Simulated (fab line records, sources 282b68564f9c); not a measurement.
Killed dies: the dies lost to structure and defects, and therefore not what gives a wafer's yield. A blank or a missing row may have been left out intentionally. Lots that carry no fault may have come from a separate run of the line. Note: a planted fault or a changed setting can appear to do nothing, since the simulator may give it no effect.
A lot that was struck, set against a sound lot	flow rit-cmos	16 out of 202 route steps
Sound: these wafers, L669.4, L669.5, L669.6. Wafers L675.1, L675.4, L675.6 were the ones struck. At the end, the cause is stated.
At each step with rows: each side's tool, then ch and its chambers, then its first start. Under that, the readings that differ: sound wafers	struck wafers	difference of the means	sigmas: that difference in standard deviations of wafers without a fault.
alike: words and numbers the same on both sides, and readings whose means are apart by under 2 such deviations; not compared: readings that were withheld, readings missing a value for some wafer, numbers with overlapping values and no deviation given by the record, and bounds like >300 which may hide the same value.
The two part at a step that has a row with sigmas, a row that says differs or no value, or rows on one side only. Non-overlapping numbers with no deviation appear without sigmas and do not part them. A reading missing from all wafers of one side parts the sides only when that side holds two or more wafers.

first, 4 steps without rows for these wafers: RIT_PLDD_SOFTBAKE_02 (time 60 s); RIT_PLDD_EXPOSE_03 (exposes mask M8, target cd 40900 nm); RIT_PLDD_PEB_04; RIT_PLDD_DEVELOP_05 (develop time 50 s).
RIT_PLDD_OVL_MEAS_06:
  sound: overlay-02 at day 4 05:57; struck: overlay-02 at day 5 08:14
  alike: PLDD_OVL
then, 2 steps without rows for these wafers: RIT_PLDD_HARDBAKE_07 (time 60 s); RIT_PLDD_IMPLANT_08.
RIT_PLDD_STRIP_09: strips in O2, time 180 s.
  sound on plasma-asher-04 ch 0,1, day 4 06:28; struck on plasma-asher-03 ch 0,1, day 5 08:34
  alike: drypump-motor-current-A
  not compared: rf-hours-counter-h
RIT_PLDD_TW_MEAS_10:
  sound: film-metro-01 at day 4 06:36; struck: film-metro-02 at day 5 08:44
  alike: PLDD_TW
then, 3 steps without rows for these wafers: RIT_SPACER_CLEAN_00 (cleans in SC1, time 600 s); RIT_SPACER_CLEAN_01 (cleans in dHF, time 30 s); RIT_SPACER_CLEAN_02 (cleans in SC2, time 600 s).
RIT_SPACER_CVD_03: deposits Si3N4 from SiH2Cl2/NH3, target thk 250 nm, time 3300 s.
  sound on lpcvd-01 ch 0, day 4 07:01; struck on lpcvd-01 ch 1, day 5 09:24
reading	sound	struck	difference	sigmas
spike-tc-centre-C (C)	813.2 811.6 812.9	830.4 829.7 828.0	+16.8	+14
spike-tc-load-C (C)	833.3 835.6 834.1	850.5 850.9 849.6	+16.0	+8
spike-tc-source-C (C)	828.4 830.2 829.1	851.5 850.0 853.0	+22.3	+8
susceptor-temp-C (C)	810.4 810.1 809.8	825.6 825.6 825.5	+15.5	+41
model.Si3N4_of_SPACER_CVD_03.thk-nm (nm)	247.7 247.9 249.1	329.2 326.8 328.6	+80.0	
RIT_SPACER_THK_MEAS_04:
  sound: film-metro-04 at day 4 08:58; struck: film-metro-01 at day 5 11:19
reading	sound	struck	difference	sigmas
SPACER_NITRIDE_THK (nm)	247.9 247.9 249.2	329.4 326.8 328.5	+79.9	+38
RIT_SPACER_ETCHBACK_05: etches Si3N4 in SF6/CHF3, stops on SiO2, target depth 250 nm, time 240 s.
  sound on rie-diel-04 ch 0,1, day 4 08:59; struck on rie-diel-02 ch 0,1,3, day 5 11:22
reading	sound	struck	difference	sigmas
oes-product-au (a.u.)	0.855 0.826 0.856	0.942 0.965 0.989	+0.120	+9
model.Si3N4_of_SPACER_CVD_03.thk-nm (nm)	194.3 191.1 194.9	261.6 258 258.1	+65.8	
model.etch.depth-nm (nm)	247.7 247.9 249.1	296.8 304.2 310.3	+55.5	
  alike: drypump-motor-current-A, rf-fwd-power-W, throttle-valve-pct
  not compared: rf-hours-counter-h
then, 1 step without rows for these wafers: RIT_NSD_HMDS_00 (prime time 60 s).

== WHERE THEY PART ==
At RIT_SPACER_CVD_03 first; at RIT_SPACER_ETCHBACK_05 last (within this record only).

WHY: what the simulator had put in
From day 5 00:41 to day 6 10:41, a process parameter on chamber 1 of lpcvd-01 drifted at RIT_SPACER_CVD_03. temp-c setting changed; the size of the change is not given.
